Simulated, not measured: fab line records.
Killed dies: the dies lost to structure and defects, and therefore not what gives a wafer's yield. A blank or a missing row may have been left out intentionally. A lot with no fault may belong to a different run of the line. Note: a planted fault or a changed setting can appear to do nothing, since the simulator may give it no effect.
Comparing a struck lot with a sound one :: flow ritCmos :: 43 steps out of a route of 202
Sound: wafers L732.1, L732.2, L732.5. Wafers struck: L743.1, L743.3, L743.5. The cause comes at the end.
At each step with rows: each side's tool, then ch and its chambers, then its first start. Under that, the readings that differ: sound wafers :: struck wafers :: difference of the means :: sigmas: that difference in standard deviations of wafers without a fault.
alike: same words and numbers on both sides, and readings whose means sit less than 2 such deviations apart. not compared: any withheld reading, any reading some wafer has no value for, any bound like >300 that may hide the same value, and any number with overlapping values for which the record gives no deviation.
Wherever a step has rows on one side only, a row that says differs or no value, or a row with sigmas, the two part there. Non-overlapping numbers with no deviation appear without sigmas and do not part them. A reading missing from all wafers of one side parts the sides only when that side holds two or more wafers.

first, 5 steps without rows for these wafers: RIT_PRETRO_COAT_01 (resist thk 1300 nm); RIT_PRETRO_SOFTBAKE_02 (time 60 s); RIT_PRETRO_EXPOSE_03 (exposes mask M5, target cd 43700 nm); RIT_PRETRO_PEB_04; RIT_PRETRO_DEVELOP_05 (develop time 68 s).
RIT_PRETRO_OVL_MEAS_06:
  struck on overlay-01, day 4 15:28; sound on overlay-01, day 2 08:09
  alike: PRETRO_OVL
then, 2 steps without rows for these wafers: RIT_PRETRO_HARDBAKE_07 (time 120 s); RIT_PRETRO_IMPLANT_08.
RIT_PRETRO_STRIP_09: strips in O2, time 180 s.
  sound on plasmaAsher-01 ch 0,1, day 2 08:35; struck on plasmaAsher-02 ch 0,1, day 4 15:53
  alike: drypumpMotorCurrentA
  not compared: rfHoursCounterH
RIT_PRETRO_TW_MEAS_10:
  struck on filmMetro-04, day 4 16:04; sound on filmMetro-04, day 2 08:46
  alike: PRETRO_TW
then, 2 steps without rows for these wafers: RIT_GATE_WET_ETCH_00 (etches SiO2 in BOE, target depth 56 nm, time 60 s); RIT_GATE_CLEAN_01 (cleans in SC1, time 600 s).
RIT_GATE_CLEAN_02: cleans in dHF, time 30 s.
  sound on wetBench-01 ch 1, day 2 09:01; struck on wetBench-03 ch 2, day 4 16:20
then, 2 steps without rows for these wafers: RIT_GATE_CLEAN_03 (cleans in SC2, time 600 s); RIT_GATE_CLEAN_04 (cleans in dHF, time 60 s).
RIT_FOX2_THK_MEAS_91:
  struck on filmMetro-04, day 4 16:32; sound on filmMetro-03, day 2 09:14
  alike: FIELD_OXIDE_LEFT_2_THK
then, 2 steps without rows for these wafers: RIT_GATE_OXIDATION_05 (target thk 3 nm, ox time 270 s); RIT_GATE_ANNEAL_06 (time 600 s).
RIT_GATE_THK_MEAS_07:
  struck on filmMetro-03, day 4 20:31; sound on filmMetro-02, day 2 10:37
  alike: GATE_OXIDE_THK
then, 1 step without rows for these wafers: RIT_GATE_CVD_08 (deposits poly-Si from SiH4, target thk 250 nm, time 2220 s).
RIT_GATE_THK_MEAS_09:
  struck on filmMetro-04, day 4 22:11; sound on filmMetro-04, day 2 12:17
  alike: GATE_POLY_THK
then, 6 steps without rows for these wafers: RIT_GATE_HMDS_10 (prime time 60 s); RIT_GATE_COAT_11 (resist thk 850 nm); RIT_GATE_SOFTBAKE_12 (time 60 s); RIT_GATE_EXPOSE_13 (exposes mask M6, target cd 150 nm); RIT_GATE_PEB_14; RIT_GATE_DEVELOP_15 (develop time 47.86 s).
RIT_GATE_CD_MEAS_16 targets a cd of 150 nm.
  struck on cdSem-01, day 4 23:13; sound on cdSem-01, day 2 13:13
  alike: cdNm
RIT_GATE_OVL_MEAS_17:
  struck on overlay-01, day 4 23:20; sound on overlay-02, day 2 13:20
  alike: GATE_OVL
then, 1 step without rows for these wafers: RIT_GATE_HARDBAKE_18 (time 60 s).
RIT_GATE_ETCH_19: etches poly-Si in SF6/CHF3/O2, stops on SiO2, time 165 s, target depth 312.5 nm.
  sound on rieSi-01 ch 1,3, day 2 13:31; struck on rieSi-02 ch 0,2,3, day 4 23:31
  alike: SF6_flow_sccm, drypumpMotorCurrentA, oesProductAu, throttleValvePct
  not compared: rfHoursCounterH
RIT_GATE_STRIP_20: strips in O2, time 180 s.
  sound on plasmaAsher-04 ch 0,1, day 2 13:37; struck on plasmaAsher-03 ch 0,1, day 4 23:38
  alike: drypumpMotorCurrentA
  not compared: rfHoursCounterH
RIT_GATE_CD_MEAS_90 targets a cd of 150 nm.
  struck on cdSem-01, day 4 23:49; sound on cdSem-01, day 2 16:16
  alike: cdNm
then, 4 steps without rows for these wafers: RIT_REOX_CLEAN_00 (cleans in SC1, time 600 s); RIT_REOX_CLEAN_01 (cleans in dHF, time 30 s); RIT_REOX_CLEAN_02 (cleans in SC2, time 600 s); RIT_REOX_OXIDATION_03 (target thk 25.2 nm, ox time 5310 s).
RIT_REOX_THK_MEAS_04:
  struck on filmMetro-01, day 5 05:11; sound on filmMetro-01, day 2 19:20
  alike: REOX_OXIDE_THK
then, 4 steps without rows for these wafers: RIT_NLDD_HMDS_00 (prime time 60 s); RIT_NLDD_COAT_01 (resist thk 1000 nm); RIT_NLDD_SOFTBAKE_02 (time 60 s); RIT_NLDD_EXPOSE_03 (exposes mask M7, target cd 40700 nm).
RIT_M1_PROBE_99:
  struck on prober-02, day 5 22:14; sound on prober-02, day 3 11:58
reading: killedAtFrontEnd
sound: 13 11 9
struck: 29 26 32
difference: +18
sigmas: +6

reading: killedDies
sound: 13 11 10
struck: 29 26 32
difference: +18
sigmas: +6

reading: killedOnRim
sound: 4 2 4
struck: 13 11 16
difference: +10
sigmas: +7
  alike: killedAtContacts, killedOpen, killedShort

== WHERE THEY PART ==
RIT_M1_PROBE_99 only, going by this record.

WHY: whatever the simulator had introduced
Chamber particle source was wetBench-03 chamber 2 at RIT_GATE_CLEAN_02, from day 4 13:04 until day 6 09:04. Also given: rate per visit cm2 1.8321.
